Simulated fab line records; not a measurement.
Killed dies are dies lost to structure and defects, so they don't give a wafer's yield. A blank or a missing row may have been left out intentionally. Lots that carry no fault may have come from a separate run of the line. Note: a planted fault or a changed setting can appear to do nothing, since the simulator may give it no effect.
Check of tool commonality    flow rit-cmos    14 lots, 42 wafers sampled

## WHAT PROMPTED THE OPENING
Of 14 lots, 2 have the reading PSD_RS flagged at RIT_SDANNEAL_RS_MEAS_04. No-fault wafers: 115.9 ohm/sq, standard deviation 0.36.
Rule: a lot is flagged in two cases, either no wafer of it has a number, or all its wafers with numbers fall more than 4 standard deviations from that mean. The rest of the lots are taken to be sound.

lot   measured     on             PSD_RS (ohm/sq), wafer by wafer  flag
L748  day 3 04:34  film-metro-01  116.1 116.5 116.4                
L751  day 3 16:11  film-metro-01  115.9 115.9 115.9                
L753  day 4 04:32  film-metro-02  116.0 115.8 115.8                
L754  day 4 07:40  film-metro-01  116.0 116.0 116.3                
L755  day 4 13:50  film-metro-03  116.4 116.5 116.3                
L756  day 4 16:43  film-metro-02  115.9 115.7 115.3                
L758  day 5 03:52  film-metro-02  115.3 115.4 115.6                
L760  day 5 17:11  film-metro-02  115.7 115.8 115.4                
L761  day 5 22:54  film-metro-03  115.6 115.2 116.0                
L762  day 6 00:55  film-metro-02  115.6 115.5 115.3                
L765  day 6 15:29  film-metro-01  128.2 128.3 128.7                FLAGGED
L767  day 7 01:28  film-metro-02  127.9 127.9 127.8                FLAGGED
L768  day 7 04:30  film-metro-03  116.1 116.3 116.4                
L770  day 7 14:50  film-metro-03  116.2 116.1 115.7                
The numbers of the flagged lots are 128.1 ohm/sq on average: +12.2 ohm/sq against the usual, or +34 standard deviations.

## WHICH TOOL EACH LOT WENT THROUGH
The record keeps 1 process step preceding the reading, out of 202 steps on the route. Cell contents, in order: the tool; ch with the chambers the sampled wafers went through; the start.
lot   flag     RIT_SDANNEAL_RTA_03
L748           rtp-anneal-01 ch 0, day 3 04:29
L751           rtp-anneal-02 ch 0, day 3 16:04
L753           rtp-anneal-02 ch 0, day 4 04:25
L754           rtp-anneal-01 ch 0, day 4 07:36
L755           rtp-anneal-02 ch 0, day 4 13:47
L756           rtp-anneal-01 ch 0, day 4 16:40
L758           rtp-anneal-01 ch 0, day 5 03:47
L760           rtp-anneal-01 ch 0, day 5 17:07
L761           rtp-anneal-02 ch 0, day 5 22:50
L762           rtp-anneal-01 ch 0, day 6 00:50
L765  FLAGGED  rtp-anneal-01 ch 0, day 6 15:25
L767  FLAGGED  rtp-anneal-01 ch 0, day 7 01:24
L768           rtp-anneal-02 ch 0, day 7 04:27
L770           rtp-anneal-02 ch 0, day 7 14:46
What these steps do:
- RIT_SDANNEAL_RTA_03: time 5 s.
- RIT_SDANNEAL_RS_MEAS_04: measures by four-point-probe.

## FLAGGED AGAINST TOTAL, ONE TOOL AT A TIME (gauges that did the reading follow at the end)
step                     tool           lots run  flagged  share of the flagged lots  sound lots run after its first flagged lot
RIT_SDANNEAL_RTA_03      rtp-anneal-01  8         2        all                        0
RIT_SDANNEAL_RTA_03      rtp-anneal-02  6         0        none                       -
RIT_SDANNEAL_RS_MEAS_04  film-metro-01  4         1        some                       0
RIT_SDANNEAL_RS_MEAS_04  film-metro-02  6         1        some                       0
RIT_SDANNEAL_RS_MEAS_04  film-metro-03  4         0        none                       -

## WHAT IS ALLOWED BY THE TABLE
In the table, 1 row covers all flagged lots: rtp-anneal-01 at RIT_SDANNEAL_RTA_03.
- rtp-anneal-01 at RIT_SDANNEAL_RTA_03: 2 of its 8 lots flagged. It ran its last sound lot, L762, at day 6 00:50 and its first flagged lot, L765, at day 6 15:25: a fault with its onset between the two fits.
Just one tool remains: rtp-anneal-01 at RIT_SDANNEAL_RTA_03.

## WHAT WAS PUT IN BY THE SIMULATOR
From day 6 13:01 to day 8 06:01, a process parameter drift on rtp-anneal-01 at RIT_SDANNEAL_RTA_03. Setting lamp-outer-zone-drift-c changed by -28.
Shown lots that were struck: L765, L767. The rule given above showed the same thing.
